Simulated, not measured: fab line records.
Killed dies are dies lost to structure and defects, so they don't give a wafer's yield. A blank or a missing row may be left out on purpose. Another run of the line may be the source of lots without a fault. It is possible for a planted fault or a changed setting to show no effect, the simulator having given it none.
fab line records | flow berkeley-cmos170
[record] lots = 7 wafers = 21 last-day = 12
route steps=331 shown NSD@193 BACKSIDE@199 SDANNEAL@204
lots that met no fault: from a run of the same line without faults
start-h: hours from the record's first day to the start of the lot's first wafer shown | wait-h: hours elapsed since this lot's preceding step | " unchanged from the row above | L1.1+2: one row covering several wafers at once | - no value present, or no start provided | * or withheld: withheld | < > ~ a bound
route shown NAME@n: NAME is a module with steps in the file, n the number in the route of the first one | usual: mean/standard deviation taken from wafers without a fault | same: alike in all rows | chamber/n: place in a boat | sites: the reading at each site | _std_site: their standard deviation | _edge_site: mean of outer sites minus mean of inner sites | radius-mm: how far each site lies from the wafer's centre | mask NAME#n: copy n | behind: the most recent tool/chamber to have shaped the wafer | hold: why the lot was held/for how many hours/how that ended | device: the transistor (n, p or np) that didn't switch | end of line: the same wafers' tests at the end of the route | where a step has no rows: the recipe by itself | killed: not the wafer's yield, but the dies lost to structure and defects at the first sort | map: the dies of a wafer, with x for killed, . for not killed, _ for no die there
set.NAME: the setting the step ran with; set.NAME@STEP: the setting that earlier step ran with | model.NAME: the simulator's own value behind a step, which no gauge read
lots at selected steps of the route; one table per step, one row per wafer
services: a tool's chamber out of use, with start hour (start-h, from the record's first day; less than 0 if before it), hours out, and reason
[[steps]]
[step UCB170_NSD_CD_MEAS_06]
[recipe] target-cd-nm = 1200
[usual] cd-nm = 1200.4/1.1
// columns lot.wafer tool chamber start-h wait-h cd-nm
L783.1 cd-sem-02 - 150.89 - 1199.2
L783.2 " - " " 1201.6
L783.4 " - " " 1202.0
L789.2 cd-sem-02 - 188.77 - 1201.7
L789.4 " - " " 1201.8
L789.5 " - " " 1201.1
L788.2 cd-sem-02 - 189.19 - 1201.7
L788.3 " - " " 1201.6
L788.6 " - " " 1200.4
L790.4 cd-sem-01 - 195.49 - 1202.1
L790.5 " - " " 1200.8
L790.6 " - " " 1201.4
L798.2 cd-sem-01 - 225.00 - 1201.0
L798.3 " - " " 1200.5
L798.4 " - " " 1201.9
L803.2 cd-sem-01 - 251.53 - 1199.2
L803.5 " - " " 1198.8
L803.6 " - " " 1200.4
L804.2 cd-sem-02 - 265.81 - 1199.8
L804.4 " - " " 1199.1
L804.5 " - " " 1199.5
[step UCB170_NSD_OVL_MEAS_07]
[usual] NSD_OVL = 2/6.1
// columns lot.wafer tool chamber start-h wait-h NSD_OVL[nm]
L783.1 overlay-02 - 151.01 0.1 -2
L783.2 " - " " 2
L783.4 " - " " 9
L789.2 overlay-02 - 188.88 0.1 -2
L789.4 " - " " -8
L789.5 " - " " 1
L788.2 overlay-02 - 189.29 0.1 -1
L788.3 " - " " 3
L788.6 " - " " -1
L790.4 overlay-01 - 195.56 0.1 -2
L790.5 " - " " 3
L790.6 " - " " 3
L798.2 overlay-01 - 225.11 0.1 -1
L798.3 " - " " -2
L798.4 " - " " 7
L803.2 overlay-01 - 251.64 0.1 0
L803.5 " - " " -3
L803.6 " - " " 1
L804.2 overlay-01 - 265.91 0.1 11
L804.4 " - " " 8
L804.5 " - " " 7
[step UCB170_NSD_IMPLANT_08]
[recipe] species = P dose-cm2 = 3e+15 energy-kev = 40 tilt-deg = 7
[step UCB170_NSD_STRIP_09]
[recipe] chemistry = O2 power-w = 400 pressure-mtorr = 3500 platen-temp-c = withheld o2-flow-sccm = 400 overash-fraction = 0.5
[usual] drypump-motor-current-A = 5.9/0.35 oes-product-au = 0.534/0.0048 strip-time-to-endpoint-s = 35.84/0.079
// columns lot.wafer tool chamber start-h wait-h drypump-motor-current-A oes-product-au rf-hours-counter-h strip-time-to-endpoint-s
L783.1 plasma-asher-03 1 151.19 0.1 5.5 0.531 3 35.80
L783.2 " 0 " " 6.3 0.536 3 35.87
L783.4 " 1 " " 5.5 0.538 - 35.89
L789.2 plasma-asher-03 1 189.06 0.1 5.5 0.531 6 35.84
L789.4 " 1 " " 5.5 0.538 - 35.82
L789.5 " 1 " " 5.5 0.531 - 35.84
L788.2 plasma-asher-02 1 189.47 0.1 5.4 0.534 37 35.82
L788.3 " 0 " " 5.8 0.528 - 35.78
L788.6 " 1 " " 5.5 0.538 - 35.86
L790.4 plasma-asher-03 0 195.76 0.1 6.3 0.526 - 35.78
L790.5 " 0 " " 6.3 0.543 - 35.64
L790.6 " 1 " " 5.5 0.531 - 35.76
L798.2 plasma-asher-02 1 225.29 0.1 5.4 0.536 41 35.86
L798.3 " 0 " " 5.8 0.539 - 35.85
L798.4 " 1 " " 5.4 0.535 - 35.88
L803.2 plasma-asher-03 0 251.82 0.1 6.3 0.535 13 35.69
L803.5 " 0 " " 6.3 0.534 - 35.74
L803.6 " 1 " " 5.5 0.543 - 35.74
L804.2 plasma-asher-03 1 266.09 0.1 5.5 0.534 15 35.91
L804.4 " 1 " " 5.5 0.528 - 35.85
L804.5 " 1 " " 5.5 0.542 - 35.92
[step UCB170_NSD_TW_MEAS_10]
[usual] NSD_TW = 4183/31
// columns lot.wafer tool chamber start-h wait-h NSD_TW
L783.1 film-metro-03 - 151.29 0.1 4135
L783.2 " - " " 4146
L783.4 " - " " 4181
L789.2 film-metro-02 - 189.17 0.1 4143
L789.4 " - " " 4167
L789.5 " - " " 4156
L788.2 film-metro-01 - 189.58 0.1 4212
L788.3 " - " " 4187
L788.6 " - " " 4217
L790.4 film-metro-03 - 195.86 0.1 4149
L790.5 " - " " 4167
L790.6 " - " " 4154
L798.2 film-metro-02 - 225.40 0.1 4153
L798.3 " - " " 4145
L798.4 " - " " 4160
L803.2 film-metro-01 - 251.93 0.1 4224
L803.5 " - " " 4231
L803.6 " - " " 4225
L804.2 film-metro-01 - 266.20 0.1 4214
L804.4 " - " " 4207
L804.5 " - " " 4211
[step UCB170_NSD_CLEAN_11]
[recipe] chemistry = SPM temp-c = 120 time-s = 600
[step UCB170_BACKSIDE_HMDS_00]
[recipe] prime-time-s = 60 prime-temp-c = 100
[step UCB170_BACKSIDE_COAT_01]
[recipe] resist = KrF spin-rpm = 1500 resist-thk-nm = 900
[step UCB170_BACKSIDE_SOFTBAKE_02]
[recipe] resist = KrF temp-c = 130 time-s = 60
[step UCB170_BACKSIDE_STRIP_03]
[recipe] chemistry = O2 power-w = 400 pressure-mtorr = 3500 platen-temp-c = withheld o2-flow-sccm = 400 overash-fraction = 0.5
[usual] drypump-motor-current-A = 5.9/0.43 oes-product-au = 0.734/0.0046 strip-time-to-endpoint-s = 21.99/0.057
// columns lot.wafer tool chamber start-h wait-h drypump-motor-current-A oes-product-au rf-hours-counter-h strip-time-to-endpoint-s
L783.1 plasma-asher-04 0 151.98 0.1 5.3 0.738 47 21.94
L783.2 " 1 " " 6.4 0.729 47 21.97
L783.4 " 0 " " 5.3 0.729 - 21.92
L789.2 plasma-asher-04 0 190.03 0.1 5.3 0.731 51 22.06
L789.4 " 1 " " 6.5 0.733 - 22.06
L789.5 " 1 " " 6.5 0.733 - 22.05
L788.2 plasma-asher-01 0 190.48 0.1 6.2 0.741 50 22.06
L788.3 " 1 " " 6.3 0.743 - 22.06
L788.6 " 1 " " 6.3 0.737 - 21.99
L790.4 plasma-asher-02 0 196.99 0.1 5.8 0.738 - 21.91
L790.5 " 1 " " 5.4 0.729 - 21.94
L790.6 " 0 " " 5.8 0.735 - 21.89
L798.2 plasma-asher-02 1 226.07 0.1 5.4 0.729 42 22.04
L798.3 " 1 " " 5.4 0.736 - 21.99
L798.4 " 0 " " 5.8 0.735 - 22.07
L803.2 plasma-asher-01 0 252.75 0.1 6.2 0.731 57 22.08
L803.5 " 0 " " 6.1 0.729 - 22.04
L803.6 " 1 " " 6.3 0.739 - 22.06
L804.2 plasma-asher-01 1 267.24 0.1 6.3 0.734 58 22.02
L804.4 " 0 " " 6.1 0.736 - 22.08
L804.5 " 1 " " 6.3 0.732 - 22.01
[step UCB170_BACKSIDE_CLEAN_04]
[recipe] chemistry = SPM temp-c = 120 time-s = 600
[step UCB170_SDANNEAL_RTA_00]
[recipe] temp-c = 900 time-s = 10 ambient = N2
[usual] anneal-temp-c-max = 904.0/1 chamber-o2-ppm = 2.004/0.019 lamp-power-pct = 26.3/0.77 wafer_temp_C_max = 902.4/0.58
// columns lot.wafer tool chamber start-h wait-h anneal-temp-c-max chamber-o2-ppm lamp-power-pct wafer_temp_C_max
L783.1 rtp-anneal-02 0 152.27 0.0 905.5 2.002 27.2 903.1
L783.2 " 0 " " 904.9 2.016 27.3 902.6
L783.4 " 0 " " 904.9 2.018 27.3 902.8
L789.2 rtp-anneal-02 0 190.35 0.0 904.7 2.014 27.2 902.0
L789.4 " 0 " " 905.0 1.959 27.2 902.0
L789.5 " 0 " " 905.3 1.992 27.3 901.2
L788.2 rtp-anneal-01 0 190.78 0.0 903.4 1.986 25.7 902.4
L788.3 " 0 " " 903.9 2.001 25.7 902.1
L788.6 " 0 " " 903.9 1.999 25.7 902.2
L790.4 rtp-anneal-02 0 197.27 0.0 906.5 1.993 27.2 902.9
L790.5 " 0 " " 905.0 2.006 27.2 902.1
L790.6 " 0 " " 905.6 1.964 27.2 902.2
L798.2 rtp-anneal-01 0 226.48 0.0 903.2 1.959 25.7 901.7
L798.3 " 0 " " 903.2 2.033 25.7 902.0
L798.4 " 0 " " 903.6 2.007 25.7 902.3
L803.2 rtp-anneal-01 0 253.04 0.0 903.2 2.005 25.7 902.6
L803.5 " 0 " " 902.9 2.015 25.7 902.6
L803.6 " 0 " " 904.2 1.966 25.7 902.2
L804.2 rtp-anneal-02 0 267.58 0.0 904.3 2.021 27.2 903.0
L804.4 " 0 " " 904.7 1.979 27.2 902.3
L804.5 " 0 " " 904.1 2.002 27.2 901.7
[step UCB170_SDANNEAL_RTA_01]
[recipe] temp-c = 1050 time-s = 5 ambient = N2
[usual] anneal-temp-c-max = 1054.4/1.2 chamber-o2-ppm = 2.002/0.018 lamp-power-pct = 40.6/1.2 wafer_temp_C_max = 1052.8/0.59
// columns lot.wafer tool chamber start-h wait-h anneal-temp-c-max chamber-o2-ppm lamp-power-pct wafer_temp_C_max
L783.1 rtp-anneal-02 0 152.34 0.1 1056.2 2.000 42.1 1052.8
L783.2 " 0 " " 1055.0 1.996 42.0 1052.2
L783.4 " 0 " " 1054.7 2.008 42.1 1053.1
L789.2 rtp-anneal-02 - 190.41 0.1 - - - -
L789.4 " - " " - - - -
L789.5 " - " " - - - -
L788.2 rtp-anneal-01 - 190.85 0.1 - - - -
L788.3 " - " " - - - -
L788.6 " - " " - - - -
L790.4 rtp-anneal-02 - 197.33 0.1 - - - -
L790.5 " - " " - - - -
L790.6 " - " " - - - -
L798.2 rtp-anneal-01 0 226.55 0.1 1053.0 2.014 39.7 1052.5
L798.3 " 0 " " 1052.7 2.033 39.6 1053.5
L798.4 " 0 " " 1053.3 1.967 39.7 1052.4
L803.2 rtp-anneal-01 0 253.10 0.1 1053.1 2.007 39.7 1053.0
L803.5 " 0 " " 1054.6 2.015 39.7 1052.8
L803.6 " 0 " " 1052.6 2.008 39.6 1052.9
L804.2 rtp-anneal-02 0 267.65 0.1 1057.4 2.010 42.1 1052.6
L804.4 " 0 " " 1054.8 1.986 42.0 1052.6
L804.5 " 0 " " 1055.0 2.014 42.1 1052.9
[[services]]
// columns tool chamber start-h hours kind
plasma-asher-03 - 224.22 1.3 repair
plasma-asher-02 - 234.05 2.1 repair
plasma-asher-03 - 237.70 1.5 repair
[[key]]
[first-sign] step = UCB170_SDANNEAL_RTA_01 reading = tool-record direction = missing
effect none on later readings
met-at UCB170_SDANNEAL_RTA_01
struck-wafers L788.2,L788.3,L788.6,L789.2,L789.4,L789.5,L790.4,L790.5,L790.6
later-rows-left-out L788.2,L788.3,L788.6,L789.2,L789.4,L789.5,L790.4,L790.5,L790.6
sort-left-out L788.2,L788.3,L788.6,L789.2,L789.4,L789.5,L790.4,L790.5,L790.6
tester-left-out L788,L789,L790
onset-between 152.34 190.41
[fault] kind = skipped-step-whole tool = rtp-anneal-01,rtp-anneal-02 chamber = - onset-h = 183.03 steps = UCB170_SDANNEAL_RTA_01 scope = struck-lots-only
// tester-left-out: of these lots the tester's yield and bins aren't shown, on N5 and GAA mostly nor the transistor test; their killed dies are dies lost to structure and defects alone, not to doping, threshold or leakage, so they don't give the yield
// sort-left-out: the simulated sort isn't trusted on such a fault, so these wafers' sort isn't shown, and their yield isn't known
// later-rows-left-out: the simulator's readings of these wafers behind a module that went badly wrong aren't trusted and aren't shown, but for the sort
